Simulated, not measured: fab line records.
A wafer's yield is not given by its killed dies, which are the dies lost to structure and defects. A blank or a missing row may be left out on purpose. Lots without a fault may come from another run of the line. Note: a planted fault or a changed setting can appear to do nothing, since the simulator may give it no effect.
Problem report in the 8D (eight disciplines) form, filled by code ; flow rit_cmos ; the parts of the form that need people (team, actions taken, sign-off) are left out

## 1. THE ISSUE
NWELL_RS at RIT_WELLDRIVE_RS_MEAS_01 reads a mean of 286.2 ohm/sq on 6 wafers of 2 lots; wafers without a fault read 275.5 ohm/sq with a standard deviation of 0.7. That puts it +15 standard deviations away from the usual mean.
The step: measures by four-point-probe.
Seen first at day 4 07:52 on film_metro-04, wafer L983.1. Wafers with a number at this step in the record: 42, from 14 lots. Rule for "out", or "out of limits": more than 4 standard deviations from the usual mean. Any other wafer with a number is counted as sound.

## 2. WHAT IT IS; WHAT IT IS NOT
question;is;is not
which readings at this step;NWELL_RS;-
which lots;L983, L984;L973, L974, L975, L976, L977, L981, L982, L985, L990, L991, L992, L995
which wafers of those lots;all that have a number;-
read on which gauges;film_metro-04;film_metro-02, film_metro-03
when;from day 4 07:52;"up to then (21 sound wafers); but 15 sound wafers of L985, L990, L991, L992, L995 came after"

## 3. THE SUSPECTS, EACH WITH WHAT RULES IT OUT
Counting: any tool at a process step up to the reading is kept as a suspect provided that every lot that is out went through it and no sound lot did after the first of them.
- the gauge at RIT_WELLDRIVE_RS_MEAS_01: ruled out. All the wafers that are out were read on film_metro-04, but those of them that RIT_WELLDRIVE_ANNEAL_00 has rows for are out there too, on other tools.
- furnace-04 at RIT_WELLDRIVE_ANNEAL_00 (time 14700 s): kept. Every lot that is out went through it, starting with L983 (day 4 02:46), and after that it ran no sound lot; the last sound lot it ran before then is L981 (day 3 18:39). Out on those wafers are its own readings of run_length_s.
Remaining after the count: furnace-04 at RIT_WELLDRIVE_ANNEAL_00.

## 4. THE CAUSE (what the simulator had put in)
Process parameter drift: furnace-04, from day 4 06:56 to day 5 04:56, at RIT_WELLDRIVE_ANNEAL_00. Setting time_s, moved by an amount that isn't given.
Only this tool survived the counting.

## 5. THE CHAIN OF EFFECTS, in route order
Each row: a reading where the mean over the struck wafers with a number is more than 3 standard deviations away from the usual. Only readings whose record carries a usual standard deviation are examined. hours: median over the lots of the time between each lot's start at the first step of this table that gives one and its start at this step. sigmas: the change, counted in usual standard deviations.
hours;step;reading;usual;on struck wafers;change;sigmas
0;RIT_WELLDRIVE_ANNEAL_00;run_length_s;18268 s;15331;-2937;-99 or more
5;RIT_WELLDRIVE_RS_MEAS_01;NWELL_RS;275.5 ohm/sq;286.2;+10.7;+15
5;RIT_WELLDRIVE_RS_MEAS_02;PWELL_RS;429.7 ohm/sq;440.8;+11.1;+12
Its process steps:
- RIT_WELLDRIVE_ANNEAL_00: time 14700 s.

## 6. WHAT WOULD HAVE CAUGHT IT SOONER
In this record the first reading out of limits at a measuring or inspecting step was taken at day 4 07:52, 1 hour after the fault began at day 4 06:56.
At RIT_WELLDRIVE_ANNEAL_00, the tool's own readings (run_length_s) were out on each struck wafer the step has a row for, so an alarm limit on them would have fired on the first such wafer.
Among the 2 lots that are out, L984 began RIT_WELLDRIVE_ANNEAL_00 on furnace-04 after day 4 07:52. Putting the tool on hold at that point would have spared it.
